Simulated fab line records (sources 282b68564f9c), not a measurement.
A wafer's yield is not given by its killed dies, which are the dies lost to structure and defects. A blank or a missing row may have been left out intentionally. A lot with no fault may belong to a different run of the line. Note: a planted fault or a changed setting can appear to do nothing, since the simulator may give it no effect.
Split-lot study + flow rit cmos + 5 lots, 23 wafers read, on a route of 202 steps

SPLIT DETAILS
At RIT_PRETRO_SOFTBAKE_02 (time 60 s), the setting temp c was moved away from the recipe's 90 C on 11 of the 23 wafers read, by -3.3% to +1.7%. The other wafers ran this setting at the recipe's value.

FROM THE SPLIT TO THE READING: what the file shows between them, 2 steps
- RIT_PRETRO_EXPOSE_03: exposes mask M5, target cd 43700 nm
- RIT_PRETRO_PEB_04

THE READING
NOVOLAK_of_PRETRO_COAT_01.thk nm (the simulator's own value, which no gauge read), in nm, at RIT_PRETRO_DEVELOP_05 (develop time 68 s). There is no usual value for it anywhere in the file. Average 1300 nm, standard deviation 3 nm, over the 12 wafers here run with the recipe.

| wafer  | tool, chamber at the split | temp c as run, C | against the recipe | NOVOLAK_of_PRETRO_COAT_01.thk nm, nm | against lot-mates on the recipe |
|--------|----------------------------|------------------|--------------------|--------------------------------------|---------------------------------|
| L074.2 | litho track-03, 0          | 90               | recipe             | 1300                                 | -                               |
| L074.6 | litho track-03, 0          | 90               | recipe             | 1300                                 | -                               |
| L074.3 | litho track-03, 0          | 90               | recipe             | 1301                                 | -                               |
| L075.1 | litho track-02, 0          | 90               | recipe             | 1305                                 | -                               |
| L075.2 | litho track-02, 0          | 88.17            | -2.0%              | 1311                                 | +6                              |
| L075.3 | litho track-02, 0          | 88.17            | -2.0%              | 1311                                 | +6                              |
| L075.5 | litho track-02, 0          | 90               | recipe             | 1306                                 | -                               |
| L075.6 | litho track-02, 0          | 88.17            | -2.0%              | 1312                                 | +6                              |
| L079.1 | litho track-02, 0          | 90               | recipe             | 1301                                 | -                               |
| L079.2 | litho track-02, 0          | 91.5             | +1.7%              | 1294                                 | -6                              |
| L079.3 | litho track-02, 0          | 91.5             | +1.7%              | 1291                                 | -9                              |
| L079.5 | litho track-02, 0          | 91.5             | +1.7%              | 1295                                 | -5                              |
| L079.6 | litho track-02, 0          | 90               | recipe             | 1299                                 | -                               |
| L083.1 | litho track-04, 0          | 91.34            | +1.5%              | 1294                                 | -4                              |
| L083.2 | litho track-04, 0          | 90               | recipe             | 1299                                 | -                               |
| L083.3 | litho track-04, 0          | 90               | recipe             | 1297                                 | -                               |
| L083.5 | litho track-04, 0          | 91.34            | +1.5%              | 1295                                 | -3                              |
| L083.6 | litho track-04, 0          | 91.34            | +1.5%              | 1296                                 | -2                              |
| L084.1 | litho track-03, 0          | 87.02            | -3.3%              | 1309                                 | +12                             |
| L084.2 | litho track-03, 0          | 87.02            | -3.3%              | 1310                                 | +13                             |
| L084.3 | litho track-03, 0          | 90               | recipe             | 1295                                 | -                               |
| L084.4 | litho track-03, 0          | 90               | recipe             | 1300                                 | -                               |
| L084.6 | litho track-03, 0          | 90               | recipe             | 1297                                 | -                               |

THE FIT
A straight line over all 23 wafers: NOVOLAK_of_PRETRO_COAT_01.thk nm changes by -3.79 nm for each +1% of temp c; r = -0.89; the points scatter about the line by 2.9 nm.
The same after taking each lot's own level away (the mean of its wafers on the recipe; 23 wafers): -3.3 nm for each +1%; r = -0.96; scatter 1.5 nm.
According to that fit, moving temp c by its largest amount changes the reading by 11 nm.
Across the lots, their own levels run from 1297.3 to 1305.5 nm, a range of 2.7 times the standard deviation given above.
Thus the slope moves with the lot-to-lot level: the two fits are different.
Check: +10.8 nm against its lot-mates is what the line predicts for one of the wafers moved furthest among these (-3.3%) when that wafer is left out of the fit. Against them it came out at +11.7 nm.

ADDITIONAL SPLITS CARRIED BY THESE WAFERS
Note: prior to the reading, these wafers also went through further splits. Each is held against what the fit with the lots' levels taken away leaves over:
| other split on the same wafers    | wafers away from the commonest value | r with NOVOLAK_of_PRETRO_COAT_01.thk nm (lot level and that fit taken away) |
|-----------------------------------|--------------------------------------|-----------------------------------------------------------------------------|
| RIT_ACTIVE_OXIDATION_01 ox time s | 15                                   | -0.30                                                                       |
| RIT_ACTIVE_COAT_06 spin rpm       | 7                                    | +0.17                                                                       |
| RIT_NWELL_COAT_01 resist thk nm   | 7                                    | -0.04                                                                       |
| RIT_NWELL_IMPLANT_08 energy kev   | 10                                   | +0.08                                                                       |
| RIT_NRETRO_SOFTBAKE_02 temp c     | 4                                    | +0.10                                                                       |

FILE'S OWN FIT
NOVOLAK_of_PRETRO_COAT_01.thk nm changes by -3.44 nm for each +1% of temp c, r = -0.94.
